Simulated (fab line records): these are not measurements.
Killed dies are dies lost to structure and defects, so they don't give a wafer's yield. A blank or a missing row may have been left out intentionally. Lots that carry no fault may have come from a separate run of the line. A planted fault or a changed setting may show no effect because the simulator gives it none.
A lot that was struck, set against a sound lot :: flow berkeley cmos170 :: 17 out of 331 route steps
Sound: the wafers L423.1, L423.2, L423.5. Struck: wafers L429.2, L429.5 (left out: L429.6, a lot-mate that was not struck); the cause follows at the end.
Order at every step that has rows: each side's tool, ch and its chambers, its first start. Under that, the readings that differ: sound wafers :: struck wafers :: difference of the means :: sigmas: that difference in standard deviations of wafers without a fault.
alike: readings whose means differ by less than 2 such deviations, and words and numbers that are the same on both sides. not compared: withheld readings, readings that some wafer has no value for, bounds like >300 that may hide the same value, and numbers for which the record gives no deviation and whose values overlap.
Wherever a step has rows on one side only, a row that says differs or no value, or a row with sigmas, the two part there. Numbers that don't overlap but have no deviation are shown without sigmas and don't part them. Lack of a reading on every wafer of one side parts them only where that side has two or more wafers.

first, 1 step without rows for these wafers: UCB170_NWELL_OXIDATION_01 (target thk 26.4 nm, ox time 1260 s).
UCB170_NWELL_THK_MEAS_02:
  struck on film metro-01, day 4 12:03; sound on film metro-01, day 3 07:50
  alike: NWELL_OXIDE_THK
then, 2 steps without rows for these wafers: UCB170_NWELL_ANNEAL_03 (time 900 s); UCB170_NWELL_CVD_04 (deposits Si3N4 from SiH2Cl2/NH3, target thk 224 nm, time 3360 s).
UCB170_NWELL_THK_MEAS_05:
  struck on film metro-04, day 4 21:05; sound on film metro-04, day 3 17:01
  alike: NWELL_NITRIDE_THK
then, 6 steps without rows for these wafers: UCB170_NWELL_HMDS_06 (prime time 60 s); UCB170_NWELL_COAT_07 (resist thk 900 nm); UCB170_NWELL_SOFTBAKE_08 (time 60 s); UCB170_NWELL_EXPOSE_09 (exposes mask NWELL, target cd 3000 nm); UCB170_NWELL_PEB_10; UCB170_NWELL_DEVELOP_11 (develop time 45 s).
UCB170_NWELL_OVL_MEAS_12:
  struck on overlay-02, day 4 22:33; sound on overlay-02, day 3 18:12
  alike: NWELL_OVL
UCB170_NWELL_ETCH_13: etches Si3N4 in CH3F/Ar/O2, stops on SiO2, target depth 246.4 nm, time 154 s.
  sound on rie diel-02 ch 0,1, day 3 18:14; struck on rie diel-01 ch 1, day 4 22:35
reading: oes product au (a.u.)
sound: 0.963 0.952 0.966
struck: 0.914 0.916
difference: -0.045
sigmas: -3

reading: throttle valve pct (%)
sound: 8.05 8.27 8.05
struck: 7.82 7.82
difference: -0.30
sigmas: -2

reading: model.KrF_of_NWELL_COAT_07.thk nm (nm)
sound: 722.9 726.5 722.7
struck: 640.8 643.2
difference: -82.0
sigmas: 
  alike: drypump motor current A, rf fwd power W
  not compared: rf hours counter h
then, 1 step without rows for these wafers: UCB170_NWELL_IMPLANT_14.
UCB170_NWELL_STRIP_15: strips in O2.
  sound on plasma asher-02 ch 0,1, day 3 18:29; struck on plasma asher-02 ch 1, day 4 22:50
reading: strip time to endpoint s (s)
sound: 18.04 18.14 18.05
struck: 16.08 16.14
difference: -1.97
sigmas: -26
  alike: drypump motor current A, oes product au
  not compared: rf hours counter h
UCB170_NWELL_TW_MEAS_16:
  struck on film metro-04, day 4 22:56; sound on film metro-01, day 3 18:35
reading: NWELL_TW
sound: 1236 1241 1241
struck: 1260 1255
difference: +18
sigmas: +3
then, 1 step without rows for these wafers: UCB170_M3_PROBE_99.

== WHERE THEY PART ==
Last at UCB170_NWELL_TW_MEAS_16 as far as this record goes, first at UCB170_NWELL_ETCH_13.

WHY: what had been put in by the simulator
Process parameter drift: rie diel-01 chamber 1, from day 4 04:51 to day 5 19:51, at UCB170_NWELL_ETCH_13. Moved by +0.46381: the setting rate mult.
